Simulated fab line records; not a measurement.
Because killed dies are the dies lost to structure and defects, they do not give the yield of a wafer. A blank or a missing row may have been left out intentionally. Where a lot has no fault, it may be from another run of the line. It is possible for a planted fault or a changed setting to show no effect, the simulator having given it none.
Check for tools in common | flow rit_cmos | 13 lots and 39 wafers in the sample

== THE REASON FOR OPENING IT ==
RIT_PLDD_TW_MEAS_10, reading PLDD_TW: flagged on 1 of 13 lots. No-fault wafers: 2346, standard deviation 12.
Rule: a lot is flagged when every wafer of it that has a number lies more than 4 standard deviations from that mean, or none has a number. All remaining lots are regarded as sound.

lot  | measured    | on            | PLDD_TW, wafer by wafer | flag
L462 | day 3 05:05 | film_metro-04 | 2360 2368 2366          |
L463 | day 3 12:25 | film_metro-04 | 2355 2379 2367          |
L464 | day 3 19:35 | film_metro-02 | 2327 2345 2333          |
L465 | day 3 22:28 | film_metro-01 | 2329 2343 2333          |
L467 | day 4 07:24 | film_metro-01 | 2367 2361 2359          |
L468 | day 4 17:12 | film_metro-02 | 2329 2338 2327          |
L470 | day 4 22:31 | film_metro-02 | 2337 2327 2328          |
L469 | day 4 23:05 | film_metro-02 | 2334 2335 2349          |
L472 | day 5 09:18 | film_metro-04 | 2349 2340 2339          |
L473 | day 5 13:55 | film_metro-04 | 2346 2339 2338          |
L474 | day 5 18:27 | film_metro-01 | 2351 2352 2356          |
L475 | day 6 02:49 | film_metro-04 | 30 30 30                | FLAGGED
L483 | day 7 14:42 | film_metro-01 | 2364 2358 2349          |
Averaged over the flagged lots the numbers come to 30, -2316 from the usual (-99 or more standard deviations).

== WHICH TOOL EACH LOT WENT THROUGH ==
The record holds 2 process steps before the reading, out of a route of 202 steps. Read each cell as the tool, then ch plus the chambers that the sampled wafers visited, then the start.
lot  | flag    | RIT_GATE_STRIP_20                   | RIT_NLDD_STRIP_09
L462 |         | plasma_asher-02 ch 0,1, day 2 22:45 | plasma_asher-03 ch 0,1, day 3 03:29
L463 |         | plasma_asher-01 ch 0,1, day 3 04:02 | plasma_asher-03 ch 0,1, day 3 10:49
L464 |         | plasma_asher-01 ch 1, day 3 11:51   | plasma_asher-03 ch 0,1, day 3 17:59
L465 |         | plasma_asher-04 ch 0,1, day 3 15:12 | plasma_asher-01 ch 0,1, day 3 20:44
L467 |         | plasma_asher-04 ch 1, day 4 00:29   | plasma_asher-04 ch 0,1, day 4 05:34
L468 |         | plasma_asher-02 ch 1, day 4 10:34   | plasma_asher-01 ch 0,1, day 4 15:36
L470 |         | plasma_asher-02 ch 0,1, day 4 16:08 | plasma_asher-04 ch 0,1, day 4 20:47
L469 |         | plasma_asher-01 ch 0,1, day 4 17:02 | plasma_asher-03 ch 1, day 4 21:29
L472 |         | plasma_asher-02 ch 0,1, day 5 02:54 | plasma_asher-03 ch 0,1, day 5 07:34
L473 |         | plasma_asher-01 ch 0,1, day 5 07:37 | plasma_asher-03 ch 0,1, day 5 12:19
L474 |         | plasma_asher-04 ch 0,1, day 5 12:07 | plasma_asher-03 ch 1, day 5 16:43
L475 | FLAGGED | plasma_asher-02 ch 0,1, day 5 19:40 | plasma_asher-03 ch 0,1, day 6 01:05
L483 |         | plasma_asher-02 ch 0,1, day 7 08:19 | plasma_asher-01 ch 0,1, day 7 12:59
What is done by these steps:
- RIT_GATE_STRIP_20: strips in O2, time 180 s.
- RIT_NLDD_STRIP_09: strips in O2, time 180 s.
- RIT_PLDD_TW_MEAS_10

== FLAGGED AGAINST TOTAL, ONE TOOL AT A TIME (gauges that did the reading follow at the end) ==
step                | tool            | lots run | flagged | share of the flagged lots | sound lots run after its first flagged lot
RIT_GATE_STRIP_20   | plasma_asher-01 | 4        | 0       | none                      | -
RIT_GATE_STRIP_20   | plasma_asher-02 | 6        | 1       | all                       | 1 (L483)
RIT_GATE_STRIP_20   | plasma_asher-04 | 3        | 0       | none                      | -
RIT_NLDD_STRIP_09   | plasma_asher-01 | 3        | 0       | none                      | -
RIT_NLDD_STRIP_09   | plasma_asher-03 | 8        | 1       | all                       | 0
RIT_NLDD_STRIP_09   | plasma_asher-04 | 2        | 0       | none                      | -
RIT_PLDD_TW_MEAS_10 | film_metro-01   | 4        | 0       | none                      | -
RIT_PLDD_TW_MEAS_10 | film_metro-02   | 4        | 0       | none                      | -
RIT_PLDD_TW_MEAS_10 | film_metro-04   | 5        | 1       | all                       | 0

== THE TABLE: WHAT IT ALLOWS ==
3 rows of the table ran every flagged lot: plasma_asher-02 at RIT_GATE_STRIP_20, plasma_asher-03 at RIT_NLDD_STRIP_09, film_metro-04 at RIT_PLDD_TW_MEAS_10.
- plasma_asher-02 at RIT_GATE_STRIP_20 ran 6 lots, 1 of them flagged. After the first flagged lot (L483), sound lots still ran on it; a lasting fault on the whole tool would not permit that.
- plasma_asher-03 at RIT_NLDD_STRIP_09 ran 8 lots, 1 of them flagged. Last sound lot L474 at day 5 16:43, first flagged lot L475 at day 6 01:05; a fault beginning in between fits. Its own readings lie more than 4 standard deviations out on every wafer of the flagged lots: run_length_s.
- film_metro-04 at RIT_PLDD_TW_MEAS_10 ran 5 lots, 1 of them flagged. Last sound lot L473 at day 5 13:55, first flagged lot L475 at day 6 02:49; a fault beginning in between fits.
Counting lots can't tell these 2 tools apart, because each fits a fault that began at some hour. More lots, or a look at what each step does to the wafer, might.

== WHAT THE SIMULATOR PUT IN ==
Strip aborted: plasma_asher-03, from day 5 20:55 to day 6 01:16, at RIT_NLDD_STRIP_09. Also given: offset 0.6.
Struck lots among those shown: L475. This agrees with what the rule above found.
